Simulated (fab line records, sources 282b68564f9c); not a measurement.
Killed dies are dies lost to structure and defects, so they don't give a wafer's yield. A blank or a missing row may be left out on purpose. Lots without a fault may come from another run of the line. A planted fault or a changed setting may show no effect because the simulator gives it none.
fab line records | flow rit_cmos
record lots=15 wafers=45 last_day=7
route steps=202 shown ACTIVE@7 M1@202
lots that met no fault: from a run of the same line without faults
start_h: hours from the record's first day to the start of the lot's first wafer shown | wait_h: hours since the lot's step before | " the same as in the row above | L1.1+2: a row that stands for several wafers | - no value, or no start given | * or withheld: withheld | < > ~ a bound
route shown NAME@n: a module of which the file shows steps, and the number in the route of the first | usual: mean/standard deviation of fault-free wafers | same: alike in all rows | chamber/n: place in a boat | sites: the reading at each site | _std_site: their standard deviation | _edge_site: outer sites' mean less inner sites' | radius_mm: how far each site lies from the wafer's centre | mask NAME#n: copy n | behind: the tool/chamber that last shaped the wafer | hold: why the lot was held/for how many hours/how that ended | device: the transistor (n, p or np) that didn't switch | end of line: the same wafers' tests at the end of the route | a step without rows: its recipe alone | killed: dies lost to structure and defects at the first sort, not the wafer's yield | map: a wafer's dies, x killed, . not, _ none there
set.NAME: the setting as run; set.NAME@STEP: as run at that earlier step | model.NAME: the simulator's own value behind a step, which no gauge read
steps of the route over a sample of lots; a table a step, a row a wafer
## steps
# step RIT_ACTIVE_COAT_06
# recipe resist=NOVOLAK spin_rpm=3250 resist_thk_nm=1000
# usual spin_speed_rpm=3250.2/1.9
# columns lot.wafer tool chamber start_h wait_h spin_speed_rpm
L760.1 litho_track-03 0 14.20 0.1 3247.5
L760.4 " 0 " " 3250.9
L760.5 " 0 " " 3252.9
L761.1 litho_track-02 0 21.30 0.1 3254.2
L761.2 " 0 " " 3251.9
L761.5 " 0 " " 3251.9
L762.2 litho_track-02 0 24.97 0.1 3251.3
L762.3 " 0 " " 3253.3
L762.6 " 0 " " 3251.5
L764.2 litho_track-01 0 33.77 0.1 3249.1
L764.4 " 0 " " 3250.7
L764.6 " 0 " " 3252.2
L766.2 litho_track-03 0 43.77 0.1 3249.9
L766.3 " 0 " " 3247.7
L766.6 " 0 " " 3251.0
L767.3 litho_track-02 0 49.36 0.1 3250.1
L767.5 " 0 " " 3252.6
L767.6 " 0 " " 3250.6
L768.1 litho_track-02 0 54.89 0.1 3248.8
L768.2 " 0 " " 3252.9
L768.3 " 0 " " 3254.5
L769.1 litho_track-01 0 58.85 0.1 3251.3
L769.3 " 0 " " 3252.5
L769.5 " 0 " " 3250.2
L772.4 litho_track-03 0 73.83 0.1 3251.1
L772.5 " 0 " " 3252.9
L772.6 " 0 " " 3251.3
L773.2 litho_track-01 0 81.75 0.1 3251.7
L773.4 " 0 " " 3249.4
L773.6 " 0 " " 3252.0
L775.3 litho_track-03 0 90.09 0.1 3251.4
L775.4 " 0 " " 3252.8
L775.5 " 0 " " 3251.3
L776.2 litho_track-01 0 94.88 0.1 4358.2
L776.3 " 0 " " 4358.2
L776.6 " 0 " " 4361.7
L777.2 litho_track-01 0 99.56 0.1 4351.9
L777.5 " 0 " " 4358.2
L777.6 " 0 " " 4358.6
L778.1 litho_track-01 0 105.67 0.1 4355.7
L778.3 " 0 " " 4357.2
L778.4 " 0 " " 4356.6
L783.2 litho_track-03 0 128.96 0.1 3250.4
L783.4 " 0 " " 3257.6
L783.6 " 0 " " 3250.5
# step RIT_ACTIVE_CD_MEAS_11
# recipe target_cd_nm=1400
# usual cd_nm=1399.4/2
# columns lot.wafer tool chamber start_h wait_h hold cd_nm
L760.1 cd_sem-01 - 15.02 - - 1397.9
L760.4 " - " " - 1399.2
L760.5 " - " " - 1401.5
L761.1 cd_sem-02 - 22.00 - - 1397.5
L761.2 " - " " - 1394.8
L761.5 " - " " - 1395.6
L762.2 cd_sem-02 - 25.66 - - 1401.3
L762.3 " - " " - 1401.6
L762.6 " - " " - 1400.1
L764.2 cd_sem-02 - 34.70 - - 1398.0
L764.4 " - " " - 1400.2
L764.6 " - " " - 1399.7
L766.2 cd_sem-02 - 44.46 - - 1401.3
L766.3 " - " " - 1401.2
L766.6 " - " " - 1402.3
L767.3 cd_sem-02 - 50.18 - - 1401.2
L767.5 " - " " - 1399.8
L767.6 " - " " - 1400.8
L768.1 cd_sem-01 - 55.59 - - 1399.8
L768.2 " - " " - 1398.6
L768.3 " - " " - 1397.3
L769.1 cd_sem-02 - 59.55 - - 1401.2
L769.3 " - " " - 1399.9
L769.5 " - " " - 1399.1
L772.4 cd_sem-02 - 74.51 - - 1404.3
L772.5 " - " " - 1401.1
L772.6 " - " " - 1403.5
L773.2 cd_sem-02 - 82.57 - - 1400.9
L773.4 " - " " - 1401.0
L773.6 " - " " - 1399.5
L775.3 cd_sem-02 - 90.78 - - 1398.4
L775.4 " - " " - 1398.0
L775.5 " - " " - 1400.2
L776.2 cd_sem-02 - 95.70 - await_dispo/0.2h/release 1388.0
L776.3 " - " " await_dispo/0.2h/release 1385.1
L776.6 " - " " await_dispo/0.2h/release 1387.3
L776.2 cd_sem-02 - 95.99 0.3 - 1387.7
L776.3 " - " " - 1384.7
L776.6 " - " " - 1387.3
L777.2 cd_sem-02 - 100.38 - await_dispo/0.2h/release 1382.5
L777.5 " - " " await_dispo/0.2h/release 1383.0
L777.6 " - " " await_dispo/0.2h/release 1382.7
L777.2 cd_sem-02 - 100.66 0.3 - 1382.5
L777.5 " - " " - 1383.1
L777.6 " - " " - 1383.0
L778.1 cd_sem-01 - 106.49 - await_dispo/0.2h/release 1386.5
L778.3 " - " " await_dispo/0.2h/release 1384.7
L778.4 " - " " await_dispo/0.2h/release 1387.2
L778.1 cd_sem-01 - 106.78 0.3 - 1386.8
L778.3 " - " " - 1385.2
L778.4 " - " " - 1387.4
L783.2 cd_sem-01 - 129.65 - - 1398.1
L783.4 " - " " - 1398.1
L783.6 " - " " - 1400.4
# step RIT_M1_PROBE_99
# usual killed_at_contacts=0.1/0.23 killed_at_front_end=6.7/2.7 killed_dies=6.7/2.7 killed_open=3.2/1.8 killed_short=3.5/1.9
# same gross_dies=264 killed_at_M0_to_M3=0 killed_at_M4_up=0 killed_at_back_side=0 killed_at_other=0
# columns lot.wafer tool chamber start_h wait_h killed_at_contacts killed_at_front_end killed_dies killed_open killed_short
L777.2 prober-01 - 152.20 0.1 0 6 6 5 1
L777.5 prober-01 - 152.35 0.2 0 6 6 3 3
L777.6 prober-01 - 152.40 0.2 0 14 14 6 8
L778.1 prober-02 - 169.69 0.1 0 7 7 3 4
L778.3 prober-02 - 169.79 0.2 0 10 10 5 5
L778.4 prober-02 - 169.84 0.2 0 11 11 5 6
# killed by level:class
L777.2 SPACER:geometric_particle:open=3 FOX1:geometric_particle:open=1 FOX2:geometric_particle:open=1 FOX2:geometric_particle:short=1
L777.5 SPACER:geometric_particle:open=2 FOX1:geometric_particle:short=1 FOX2:geometric_particle:short=1 FOX2:geometric_particle:open=1 GATE:geometric_particle:short=1
L777.6 GATE:geometric_particle:open=3 SPACER:geometric_particle:short=3 SPACER:geometric_particle:open=3 FOX1:geometric_particle:short=2 GATE:geometric_particle:short=2 REOX:geometric_particle:short=1
L778.1 GATE:geometric_particle:open=2 REOX:geometric_particle:short=2 SILICIDE:geometric_particle:short=2 FOX1:geometric_particle:open=1
L778.3 GATE:geometric_particle:open=4 FOX1:geometric_particle:short=2 SILICIDE:geometric_particle:short=2 SPACER:geometric_particle:short=1 SILICIDE:geometric_particle:open=1
L778.4 FOX2:geometric_particle:short=3 SPACER:geometric_particle:open=3 FOX1:geometric_particle:open=1 GATE:geometric_particle:short=1 GATE:geometric_particle:open=1 REOX:geometric_particle:short=1 SILICIDE:geometric_particle:short=1
## key
first_sign step=RIT_ACTIVE_COAT_06 reading=spin_speed_rpm direction=up sigmas=99+ usual=3250.2 struck=4357.4
effect step=RIT_ACTIVE_CD_MEAS_11 reading=visit direction=added
effect step=RIT_ACTIVE_CD_MEAS_11 reading=cd_nm direction=down sigmas=7.1 usual=1399.4 struck=1385.2
met_at RIT_ACTIVE_COAT_06
struck_lots L776,L777,L778
rows_end L776.2,L776.3,L776.6
tester_left_out L777,L778
onset_between 81.75 94.88
fault kind=process_parameter_drift tool=litho_track-01 chamber=- onset_h=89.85 steps=RIT_ACTIVE_COAT_06 channel=spin_rpm offset=1108.3 shape=step end_h=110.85 acts_in=these_recipes_only stated=3250
# tester_left_out: of these lots the tester's yield and bins aren't shown, on N5 and GAA mostly nor the transistor test; their killed dies are dies lost to structure and defects alone, not to doping, threshold or leakage, so they don't give the yield
# rows_end: these wafers met a further fault down the route, and their rows from its step on are left out
